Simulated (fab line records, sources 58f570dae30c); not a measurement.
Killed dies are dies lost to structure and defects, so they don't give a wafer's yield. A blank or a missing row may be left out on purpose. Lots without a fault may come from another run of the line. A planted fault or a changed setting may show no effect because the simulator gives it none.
fab line records | flow berkeley_cmos170
record lots=14 wafers=42 last_day=12
route steps=331 shown PSD@179
lots that met no fault: from a run of the same line without faults
start_h: hours from the record's first day to the start of the lot's first wafer shown | wait_h: hours since the lot's step before | " the same as in the row above | L1.1+2: a row that stands for several wafers | - no value, or no start given | * or withheld: withheld | < > ~ a bound
route shown NAME@n: a module of which the file shows steps, and the number in the route of the first | usual: mean/standard deviation of fault-free wafers | same: alike in all rows | chamber/n: place in a boat | sites: the reading at each site | _std_site: their standard deviation | _edge_site: outer sites' mean less inner sites' | radius_mm: how far each site lies from the wafer's centre | mask NAME#n: copy n | behind: the tool/chamber that last shaped the wafer | hold: why the lot was held/for how many hours/how that ended | device: the transistor (n, p or np) that didn't switch | end of line: the same wafers' tests at the end of the route | a step without rows: its recipe alone | killed: dies lost to structure and defects at the first sort, not the wafer's yield | map: a wafer's dies, x killed, . not, _ none there
set.NAME: the setting as run; set.NAME@STEP: as run at that earlier step | model.NAME: the simulator's own value behind a step, which no gauge read
steps of the route over a sample of lots; a table a step, a row a wafer
## steps
# step UCB170_PSD_PEB_04
# recipe peb_temp_c=130 peb_time_s=withheld resist=KrF
# usual chill_plate_temp_C=23.00/0.11 heater_power_total_W=56.80/0.045 plate_temp_C=130.01/0.15
# columns lot.wafer tool chamber start_h wait_h chill_plate_temp_C heater_power_total_W plate_temp_C
L233.1 litho_track-02 0 157.83 0.3 23.04 56.81 130.13
L233.4 " 0 " " 22.88 56.79 129.98
L233.6 " 0 " " 22.78 56.80 130.05
L232.3 litho_track-02 0 158.88 0.5 23.13 56.74 129.87
L232.4 " 0 " " 23.10 56.81 129.96
L232.6 " 0 " " 23.24 56.78 129.73
L236.1 litho_track-03 0 166.63 0.4 23.06 56.85 129.91
L236.2 " 0 " " 22.92 56.80 130.02
L236.5 " 0 " " 23.06 56.83 129.62
L235.1 litho_track-03 0 166.91 0.6 22.98 56.79 130.34
L235.3 " 0 " " 23.00 56.78 130.16
L235.6 " 0 " " 23.08 56.81 129.93
L239.1 litho_track-03 0 194 - 22.90 56.80 130.32
L239.2 " 0 " " 23.03 56.80 130.06
L239.3 " 0 " " 22.95 56.71 129.94
L240.2 litho_track-01 0 194 - 22.99 56.75 130.20
L240.4 " 0 " " 22.97 56.79 130.22
L240.6 " 0 " " 23.06 56.87 130.23
L238.2 litho_track-01 0 194 - 23.02 56.77 129.74
L238.3 " 0 " " 23.01 56.81 129.91
L238.5 " 0 " " 23.05 56.78 130.14
L245.3 litho_track-02 0 213.04 0.1 23.00 56.72 129.99
L245.5 " 0 " " 23.03 56.88 130.13
L245.6 " 0 " " 22.97 56.79 130.28
L246.1 litho_track-01 0 213.20 0.2 22.96 56.81 130.18
L246.2 " 0 " " 22.98 56.81 130.11
L246.5 " 0 " " 23.09 56.82 129.96
L244.2 litho_track-02 0 213.38 0.1 22.97 59.12 134.00
L244.4 " 0 " " 22.84 59.05 134.14
L244.5 " 0 " " 22.81 59.11 133.93
L243.2 litho_track-03 0 213.71 0.1 23.15 56.83 130.10
L243.5 " 0 " " 23.30 56.80 130.11
L243.6 " 0 " " 23.18 56.77 129.93
L242.2 litho_track-02 0 218.57 0.2 22.97 59.12 134.06
L242.4 " 0 " " 22.90 59.10 133.92
L242.6 " 0 " " 22.89 59.04 133.92
L252.1 litho_track-01 0 244.68 0.3 22.93 56.87 130.10
L252.2 " 0 " " 22.96 56.75 130.16
L252.5 " 0 " " 23.05 56.86 130.16
L254.2 litho_track-01 0 260.26 0.1 22.99 56.83 130.15
L254.3 " 0 " " 22.85 56.85 130.24
L254.6 " 0 " " 22.83 56.77 129.95
# step UCB170_PSD_CD_MEAS_06
# recipe target_cd_nm=1200
# usual cd_nm=1199.8/1.3
# columns lot.wafer tool chamber start_h wait_h cd_nm
L233.1 cd_sem-02 - 158.11 - 1198.1
L233.4 " - " " 1198.3
L233.6 " - " " 1198.0
L232.3 cd_sem-02 - 159.15 - 1201.3
L232.4 " - " " 1198.1
L232.6 " - " " 1199.3
L236.1 cd_sem-01 - 166.91 - 1200.9
L236.2 " - " " 1201.1
L236.5 " - " " 1202.0
L235.1 cd_sem-02 - 167.18 - 1200.0
L235.3 " - " " 1200.1
L235.6 " - " " 1199.2
L239.1 cd_sem-01 - 194.46 - 1197.8
L239.2 " - " " 1198.9
L239.3 " - " " 1198.0
L240.2 cd_sem-02 - 194.49 - 1198.6
L240.4 " - " " 1200.0
L240.6 " - " " 1196.7
L238.2 cd_sem-02 - 194.76 - 1200.6
L238.3 " - " " 1200.1
L238.5 " - " " 1200.9
L245.3 cd_sem-02 - 213.31 - 1200.4
L245.5 " - " " 1201.0
L245.6 " - " " 1200.6
L246.1 cd_sem-01 - 213.48 - 1198.8
L246.2 " - " " 1200.0
L246.5 " - " " 1201.0
L244.2 cd_sem-02 - 213.65 - 1223.1
L244.4 " - " " 1224.4
L244.5 " - " " 1223.4
L243.2 cd_sem-02 - 213.98 - 1199.5
L243.5 " - " " 1200.1
L243.6 " - " " 1200.2
L242.2 cd_sem-02 - 218.84 - 1217.3
L242.4 " - " " 1216.9
L242.6 " - " " 1217.7
L252.1 cd_sem-02 - 244.96 - 1202.3
L252.2 " - " " 1203.3
L252.5 " - " " 1200.6
L254.2 cd_sem-02 - 260.53 - 1197.9
L254.3 " - " " 1197.9
L254.6 " - " " 1197.2
## key
first_sign step=UCB170_PSD_PEB_04 reading=heater_power_total_W direction=up sigmas=51 usual=56.80 struck=59.09
effect step=UCB170_PSD_PEB_04 reading=plate_temp_C direction=up sigmas=27 usual=* struck=*
effect step=UCB170_PSD_CD_MEAS_06 reading=cd_nm direction=up sigmas=16 usual=1199.8 struck=1220.5 through=control_loop
met_at UCB170_PSD_PEB_04
struck_lots L242,L244
tester_left_out L242,L244
loop_trim step=UCB170_PSD_EXPOSE_03 setting=dose lots=L242
onset_between 213.04 213.38
fault kind=process_parameter_drift tool=litho_track-02 chamber=- onset_h=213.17 steps=UCB170_PSD_PEB_04 channel=peb_temp_c offset=* shape=step end_h=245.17 acts_in=* stated=*
# tester_left_out: of these lots the tester's yield and bins aren't shown, on N5 and GAA mostly nor the transistor test; their killed dies are dies lost to structure and defects alone, not to doping, threshold or leakage, so they don't give the yield
# loop_trim: a control loop set the setting to another value than it would have without faults
